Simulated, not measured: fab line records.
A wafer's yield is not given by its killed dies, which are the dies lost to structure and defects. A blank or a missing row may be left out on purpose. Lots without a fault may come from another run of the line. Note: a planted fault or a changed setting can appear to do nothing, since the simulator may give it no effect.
Struck lot and sound lot, side by side | flow rit-cmos | 18 steps out of a route of 202
Sound: the wafers L283.1, L283.2, L283.6. Wafers L286.1, L286.2, L286.6 were the ones struck. The cause is given at the end.
Each step with rows lists, per side, the tool, then ch with its chambers, then its first start. Under that, the readings that differ: sound wafers | struck wafers | difference of the means | sigmas: that difference in standard deviations of wafers without a fault.
alike: same words and numbers on both sides, and readings whose means sit less than 2 such deviations apart. not compared: any withheld reading, any reading some wafer has no value for, any bound like >300 that may hide the same value, and any number with overlapping values for which the record gives no deviation.
A row with sigmas, a row that says differs or no value, or rows on one side alone: a step with any of these is where the two part. Non-overlapping numbers with no deviation appear without sigmas and do not part them. A reading missing from all wafers of one side parts the sides only when that side holds two or more wafers.

first, 1 step without rows for these wafers: RIT_GATE_HARDBAKE_18 (time 60 s).
RIT_GATE_ETCH_19: etches poly-Si in SF6/CHF3/O2, stops on SiO2, time 165 s, target depth 312.5 nm.
  sound on rie-si-01 ch 0,2, day 4 18:33; struck on rie-si-02 ch 1,2, day 5 08:51
  alike: drypump-motor-current-A, oes-product-au, throttle-valve-pct
  not compared: rf-hours-counter-h
RIT_GATE_STRIP_20: strips in O2, time 180 s.
  sound on plasma-asher-02 ch 0,1, day 4 18:40; struck on plasma-asher-02 ch 0,1, day 5 08:58
  alike: drypump-motor-current-A
  not compared: rf-hours-counter-h
RIT_GATE_CD_MEAS_90 targets a cd of 150 nm.
  sound on cd-sem-02, day 4 18:50; struck on cd-sem-01, day 5 09:08
  alike: cd-nm
then, 4 steps without rows for these wafers: RIT_REOX_CLEAN_00 (cleans in SC1, time 600 s); RIT_REOX_CLEAN_01 (cleans in dHF, time 30 s); RIT_REOX_CLEAN_02 (cleans in SC2, time 600 s); RIT_REOX_OXIDATION_03 (target thk 25.2 nm, ox time 5580 s).
RIT_REOX_THK_MEAS_04:
  sound on film-metro-04, day 4 22:22; struck on film-metro-01, day 5 12:11
  alike: REOX_OXIDE_THK
then, 3 steps without rows for these wafers: RIT_NLDD_HMDS_00 (prime time 60 s); RIT_NLDD_COAT_01 (resist thk 1000 nm); RIT_NLDD_SOFTBAKE_02 (time 60 s).
RIT_NLDD_EXPOSE_03: exposes mask M7, target cd 40700 nm.
  sound on iline-stepper-01 ch 0, day 4 23:00; struck on iline-stepper-01 ch 0, day 5 12:42
  reading                      | sound                | struck               | difference | sigmas
  model.NLDD.overlay-x-nm (nm) | 0.6833 0.6833 0.6833 | -149.2 -149.2 -149.2 | -149.9     |
  alike: mask
then, 2 steps without rows for these wafers: RIT_NLDD_PEB_04; RIT_NLDD_DEVELOP_05 (develop time 50 s).
RIT_NLDD_OVL_MEAS_06:
  sound on overlay-02, day 4 23:24; struck on overlay-02, day 5 13:06
  reading       | sound          | struck               | difference | sigmas
  NLDD_OVL (nm) | -1.9 -1.6 -0.9 | -149.3 -149.5 -151.2 | -148.5     | -99 or more
then, 1 step without rows for these wafers: RIT_NLDD_HARDBAKE_07 (time 60 s).
RIT_M1_PROBE_99:
  sound on prober-01, day 5 16:52; struck on prober-02, day 6 05:03
  reading                        | sound          | struck         | difference | sigmas
  model.etest.nldd.width-nm (nm) | 3137 3154 3178 | 3090 3107 3115 | -52        |
  alike: killed-at-contacts, killed-at-front-end, killed-dies, killed-open, killed-short

WHERE THEY PART
At RIT_NLDD_OVL_MEAS_06 and nowhere else, as far as this record goes. Later steps at which nothing parts them and some readings are alike: RIT_M1_PROBE_99.

WHY: whatever the simulator had introduced
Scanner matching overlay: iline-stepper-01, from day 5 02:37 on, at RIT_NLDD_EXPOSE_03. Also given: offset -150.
